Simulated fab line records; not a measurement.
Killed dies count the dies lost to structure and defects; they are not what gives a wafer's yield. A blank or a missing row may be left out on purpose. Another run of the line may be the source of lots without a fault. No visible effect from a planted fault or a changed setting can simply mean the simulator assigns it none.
Check of tool commonality / flow rit_cmos / Sample size 13 lots and 42 wafers

## WHY THIS WAS OPENED
RIT_PLDD_TW_MEAS_10, reading PLDD_TW: flagged on 1 of 13 lots. No-fault wafers: 2358, standard deviation 16.
Rule: a lot gets a flag if all its wafers with a number sit over 4 standard deviations from that mean, or if no wafer of it has a number. The rest of the lots are taken to be sound.

lot=L893; measured=day 2 18:47; on=film_metro-02; PLDD_TW, wafer by wafer=2358 2365 2366; flag=
lot=L894; measured=day 3 01:13; on=film_metro-02; PLDD_TW, wafer by wafer=2368 2350 2378; flag=
lot=L896; measured=day 3 11:32; on=film_metro-04; PLDD_TW, wafer by wafer=2378 2380 2371; flag=
lot=L897; measured=day 3 15:50; on=film_metro-01; PLDD_TW, wafer by wafer=2329 2334 2328; flag=
lot=L898; measured=day 3 20:00; on=film_metro-04; PLDD_TW, wafer by wafer=2394 2375 2369; flag=
lot=L899; measured=day 4 00:34; on=film_metro-04; PLDD_TW, wafer by wafer=30 30 30 30 30 30; flag=FLAGGED
lot=L909; measured=day 6 03:26; on=film_metro-01; PLDD_TW, wafer by wafer=2348 2343 2339; flag=
lot=L910; measured=day 6 07:47; on=film_metro-01; PLDD_TW, wafer by wafer=2325 2334 2329; flag=
lot=L911; measured=day 6 13:34; on=film_metro-04; PLDD_TW, wafer by wafer=2380 2365 2363; flag=
lot=L913; measured=day 6 23:59; on=film_metro-04; PLDD_TW, wafer by wafer=2366 2364 2375; flag=
lot=L914; measured=day 7 04:10; on=film_metro-02; PLDD_TW, wafer by wafer=2355 2372 2348; flag=
lot=L915; measured=day 7 09:11; on=film_metro-01; PLDD_TW, wafer by wafer=2357 2351 2331; flag=
lot=L916; measured=day 7 13:42; on=film_metro-04; PLDD_TW, wafer by wafer=2366 2358 2361; flag=
Averaged over the flagged lots the numbers come to 30, -2328 from the usual (-99 or more standard deviations).

## TOOL THAT RAN EACH LOT
The record holds 1 process step before the reading, out of a route of 202 steps. Every cell lists first the tool, next ch and the chambers used by the sampled wafers, and last the start.
lot=L893; flag=; RIT_NLDD_STRIP_09=plasma_asher-02 ch 0,1, day 2 17:13
lot=L894; flag=; RIT_NLDD_STRIP_09=plasma_asher-02 ch 0,1, day 2 23:38
lot=L896; flag=; RIT_NLDD_STRIP_09=plasma_asher-04 ch 0,1, day 3 09:41
lot=L897; flag=; RIT_NLDD_STRIP_09=plasma_asher-04 ch 0,1, day 3 14:15
lot=L898; flag=; RIT_NLDD_STRIP_09=plasma_asher-01 ch 0,1, day 3 18:10
lot=L899; flag=FLAGGED; RIT_NLDD_STRIP_09=plasma_asher-04 ch 0,1, day 3 22:51
lot=L909; flag=; RIT_NLDD_STRIP_09=plasma_asher-04 ch 0,1, day 6 01:53
lot=L910; flag=; RIT_NLDD_STRIP_09=plasma_asher-04 ch 0,1, day 6 06:04
lot=L911; flag=; RIT_NLDD_STRIP_09=plasma_asher-01 ch 0,1, day 6 11:53
lot=L913; flag=; RIT_NLDD_STRIP_09=plasma_asher-04 ch 1, day 6 22:16
lot=L914; flag=; RIT_NLDD_STRIP_09=plasma_asher-04 ch 0,1, day 7 02:26
lot=L915; flag=; RIT_NLDD_STRIP_09=plasma_asher-04 ch 0,1, day 7 07:35
lot=L916; flag=; RIT_NLDD_STRIP_09=plasma_asher-04 ch 0,1, day 7 11:58
What these steps do:
- RIT_NLDD_STRIP_09: strips in O2, time 180 s.
- RIT_PLDD_TW_MEAS_10

## FLAGGED OVER TOTAL, TOOL BY TOOL (the gauges that took the reading come last)
step=RIT_NLDD_STRIP_09; tool=plasma_asher-01; lots run=2; flagged=0; share of the flagged lots=none; sound lots run after its first flagged lot=-
step=RIT_NLDD_STRIP_09; tool=plasma_asher-02; lots run=2; flagged=0; share of the flagged lots=none; sound lots run after its first flagged lot=-
step=RIT_NLDD_STRIP_09; tool=plasma_asher-04; lots run=9; flagged=1; share of the flagged lots=all; sound lots run after its first flagged lot=6 (L909,L910,L913,L914,L915,L916)
step=RIT_PLDD_TW_MEAS_10; tool=film_metro-01; lots run=4; flagged=0; share of the flagged lots=none; sound lots run after its first flagged lot=-
step=RIT_PLDD_TW_MEAS_10; tool=film_metro-02; lots run=3; flagged=0; share of the flagged lots=none; sound lots run after its first flagged lot=-
step=RIT_PLDD_TW_MEAS_10; tool=film_metro-04; lots run=6; flagged=1; share of the flagged lots=all; sound lots run after its first flagged lot=3 (L911,L913,L916)

## THE TABLE: WHAT IT ALLOWS
plasma_asher-04 at RIT_NLDD_STRIP_09 and film_metro-04 at RIT_PLDD_TW_MEAS_10 are the 2 rows of the table that ran each flagged lot.
- plasma_asher-04 at RIT_NLDD_STRIP_09: 1 of its 9 lots flagged. Lots that were sound ran on it after the first flagged one (L909, L910, L913, L914, L915, L916); a persistent fault on the entire tool would not allow that. Its own readings lie more than 4 standard deviations out on every wafer of the flagged lots: run_length_s.
- film_metro-04 at RIT_PLDD_TW_MEAS_10: 1 of its 6 lots flagged. Lots that were sound ran on it after the first flagged one (L911, L913, L916); a persistent fault on the entire tool would not allow that.
Not one row of the table ran every flagged lot while running no sound lot after the first.

## WHAT HAD BEEN PUT IN BY THE SIMULATOR
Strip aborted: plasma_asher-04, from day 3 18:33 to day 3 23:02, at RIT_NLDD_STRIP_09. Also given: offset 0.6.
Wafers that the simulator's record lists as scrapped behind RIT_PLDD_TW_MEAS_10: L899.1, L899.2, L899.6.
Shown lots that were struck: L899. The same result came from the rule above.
